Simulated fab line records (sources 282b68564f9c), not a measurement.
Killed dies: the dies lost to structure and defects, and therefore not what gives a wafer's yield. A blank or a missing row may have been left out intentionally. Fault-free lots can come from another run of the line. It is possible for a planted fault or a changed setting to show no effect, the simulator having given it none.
What tool caused it? ; flow rit-cmos ; 42 wafers from 14 lots sampled at 6 of the route's 202 steps

== WHAT THE GAUGES SHOWED, per wafer ==
RIT_NWELL_OVL_MEAS_06. Usual: NWELL_OVL 0.9 nm, standard deviation 1.5.
lot;measured;on;NWELL_OVL (nm);flag
L831;day 1 20:45;overlay-01;3.1 2.5 3.2;
L832;day 2 03:25;overlay-01;3.1 1.2 1.0;
L833;day 2 07:09;overlay-02;0.2 -0.8 -0.1;
L834;day 2 13:51;overlay-01;2.8 1.9 2.6;
L835;day 2 16:29;overlay-01;1.0 0.6 0.2;
L837;day 3 03:35;overlay-02;-1.4 -0.3 -1.1;
L838;day 3 07:36;overlay-02;-1.9 -1.6 -0.3;
L839;day 3 12:23;overlay-02;-1.1 -1.4 0.6;
L840;day 3 18:06;overlay-01;- - -;OFF
L841;day 3 22:22;overlay-02;- - -;OFF
L842;day 4 04:08;overlay-02;1.8 2.7 0.0;
L852;day 6 05:55;overlay-01;-0.6 -0.1 0.0;
L853;day 6 10:22;overlay-02;0.8 1.2 2.6;
L854;day 6 16:50;overlay-02;1.4 0.7 0.1;

RIT_PWELL_OVL_MEAS_06. Usual: PWELL_OVL -0.2 nm, standard deviation 1.1.
lot;measured;on;PWELL_OVL (nm);flag
L831;day 1 22:26;overlay-02;-1.9 -0.9 -2.8;
L832;day 2 04:59;overlay-01;1.7 -1.5 0.8;
L833;day 2 08:50;overlay-01;0.2 -0.3 1.3;
L834;day 2 15:31;overlay-01;1.1 -0.3 0.2;
L835;day 2 18:02;overlay-01;2.8 1.8 2.5;
L837;day 3 05:08;overlay-02;0.0 0.0 0.5;
L838;day 3 09:17;overlay-01;-2.1 -2.0 -1.7;
L839;day 3 14:05;overlay-02;-0.6 0.4 0.3;
L840;day 3 19:39;overlay-01;-1.2 -0.8 -2.0;
L841;day 3 23:55;overlay-02;-0.5 0.5 -0.8;
L842;day 4 05:52;overlay-01;1.6 0.6 0.3;
L852;day 6 07:32;overlay-01;-0.3 1.1 0.3;
L853;day 6 12:05;overlay-02;-1.1 -1.3 0.0;
L854;day 6 18:23;overlay-02;0.1 -0.9 -0.2;

RIT_PWELL_TW_MEAS_10. Usual: PWELL_TW 960, standard deviation 4.1.
lot;measured;on;PWELL_TW;flag
L831;day 1 23:02;film-metro-02;960 956 957;
L832;day 2 05:35;film-metro-04;962 955 958;
L833;day 2 09:26;film-metro-02;958 960 962;
L834;day 2 16:18;film-metro-02;962 963 958;
L835;day 2 18:39;film-metro-04;954 953 960;
L837;day 3 05:44;film-metro-04;957 956 950;
L838;day 3 09:54;film-metro-02;964 961 964;
L839;day 3 14:42;film-metro-04;957 958 955;
L840;day 3 20:17;film-metro-02;2208 2222 2215;OFF
L841;day 4 00:31;film-metro-03;2227 2218 2222;OFF
L842;day 4 06:29;film-metro-04;957 961 956;
L852;day 6 08:09;film-metro-03;963 960 964;
L853;day 6 12:42;film-metro-02;953 952 951;
L854;day 6 19:00;film-metro-02;959 959 957;

RIT_NRETRO_OVL_MEAS_06. Usual: NRETRO_OVL -1.0 nm, standard deviation 1.4.
lot;measured;on;NRETRO_OVL (nm);flag
L831;day 2 06:12;overlay-01;-1.0 -1.8 -1.2;
L832;day 2 11:59;overlay-01;0.7 -1.0 -1.8;
L833;day 2 16:12;overlay-02;-4.5 -4.8 -4.2;
L834;day 3 00:01;overlay-02;-1.5 -2.2 -2.2;
L835;day 3 01:11;overlay-02;-0.1 -1.2 -1.1;
L837;day 3 12:09;overlay-01;-0.3 -2.0 -1.9;
L838;day 3 16:35;overlay-01;-3.6 -2.1 -2.4;
L839;day 3 21:05;overlay-01;-0.6 -0.2 0.0;
L840;day 4 02:40;overlay-02;-2.4 -2.3 -2.8;
L841;day 4 06:55;overlay-01;-0.2 -0.8 0.3;
L842;day 4 12:45;overlay-01;1.0 0.1 0.7;
L852;day 6 14:34;overlay-02;-2.3 -0.7 -1.9;
L853;day 6 19:05;overlay-02;0.1 0.4 0.6;
L854;day 7 01:28;overlay-02;1.1 0.1 -0.2;

RIT_M1_RS_MEAS_01: measurement is done with a four-point probe. Usual: M1_AL_RS 0.0729 ohm/sq, standard deviation 0.0008.
lot;measured;on;M1_AL_RS (ohm/sq);flag
L831;day 3 06:46;film-metro-01;0.0719 0.0723 0.0720;
L832;day 3 11:20;film-metro-02;0.0730 0.0730 0.0732;
L833;day 3 16:28;film-metro-02;0.0720 0.0718 0.0728;
L834;day 4 00:20;film-metro-04;0.0732 0.0737 0.0738;
L835;day 4 02:20;film-metro-02;0.0712 0.0715 0.0714;
L837;day 4 11:46;film-metro-02;0.0718 0.0712 0.0720;
L838;day 4 15:50;film-metro-01;0.0736 0.0732 0.0730;
L839;day 4 21:22;film-metro-04;0.0717 0.0724 0.0722;
L840;day 5 03:45;film-metro-04;0.0738 0.0730 0.0734;
L841;day 5 06:53;film-metro-01;0.0721 0.0729 0.0725;
L842;day 5 11:48;film-metro-01;0.0741 0.0735 0.0742;
L852;day 7 14:26;film-metro-01;0.0737 0.0742 0.0736;
L853;day 7 18:02;film-metro-04;0.0741 0.0740 0.0746;
L854;day 8 01:48;film-metro-04;0.0722 0.0729 0.0723;

== TOOL THAT RAN EACH LOT (tool first, then ch and the chambers of the sampled wafers, then the start) ==
lot;RIT_NWELL_COAT_01
L831;litho-track-01 ch 0, day 1 19:54
L832;litho-track-02 ch 0, day 2 02:33
L833;litho-track-04 ch 0, day 2 06:26
L834;litho-track-01 ch 0, day 2 12:59
L835;litho-track-04 ch 0, day 2 15:38
L837;litho-track-01 ch 0, day 3 02:44
L838;litho-track-04 ch 0, day 3 06:55
L839;litho-track-04 ch 0, day 3 11:31
L840;litho-track-04, day 3 17:22
L841;litho-track-01, day 3 21:39
L842;litho-track-02 ch 0, day 4 03:17
L852;litho-track-04 ch 0, day 6 05:11
L853;litho-track-04 ch 0, day 6 09:31
L854;litho-track-04 ch 0, day 6 15:53
- RIT_NWELL_COAT_01: resist thk 1300 nm.

== AS READ BY THE TOOLS THEMSELVES (means over the sampled wafers that have a number; for cases with no such wafer, the mark the record gives instead) ==
RIT_NWELL_COAT_01. Usual: chill-plate-temp-C 23.02 C, standard deviation 0.12; dispense-pressure-kPa 50.0 kPa, standard deviation 0.56.
lot;tool;chill-plate-temp-C (C);dispense-pressure-kPa (kPa);flag
L831;litho-track-01;23.20;50.6;
L832;litho-track-02;23.03;50.3;
L833;litho-track-04;22.77;49.3;
L834;litho-track-01;22.91;50.6;
L835;litho-track-04;23.02;49.4;
L837;litho-track-01;22.87;50.6;
L838;litho-track-04;23.10;49.4;
L839;litho-track-04;23.06;49.4;
L840;litho-track-04;-;-;OFF
L841;litho-track-01;-;-;OFF
L842;litho-track-02;23.03;50.2;
L852;litho-track-04;23.08;49.4;
L853;litho-track-04;23.12;49.4;
L854;litho-track-04;23.10;49.4;

== THE ANSWER, worked out from the rows above alone ==
Rule: take the mean of a lot's wafers that have a number; if it is more than 3 standard deviations from the usual mean, the lot is off. A lot without any number at a reading at which 4 lots or more have one is off too. Where the step has rows for the other lots, those lots are counted as sound. First the gauges in route order, then the tools' own readings, where a lot's mean is used as printed above. At the first step where some lot is off, the reading lying furthest off is the one used; lots without a number count as furthest.
Off: L840, L841, at RIT_NWELL_OVL_MEAS_06 (NWELL_OVL). Without a number there: L840, L841.
If a tool, at a process step before that reading, ran all the lots that are off and no sound lot after the first of them, it fits. The gauges at RIT_NWELL_OVL_MEAS_06 aren't tried: what is off there is off at RIT_PWELL_TW_MEAS_10 too, on other tools, and a gauge's error can't cause that. None of those tried fits.

== WHAT WAS PUT IN BY THE SIMULATOR ==
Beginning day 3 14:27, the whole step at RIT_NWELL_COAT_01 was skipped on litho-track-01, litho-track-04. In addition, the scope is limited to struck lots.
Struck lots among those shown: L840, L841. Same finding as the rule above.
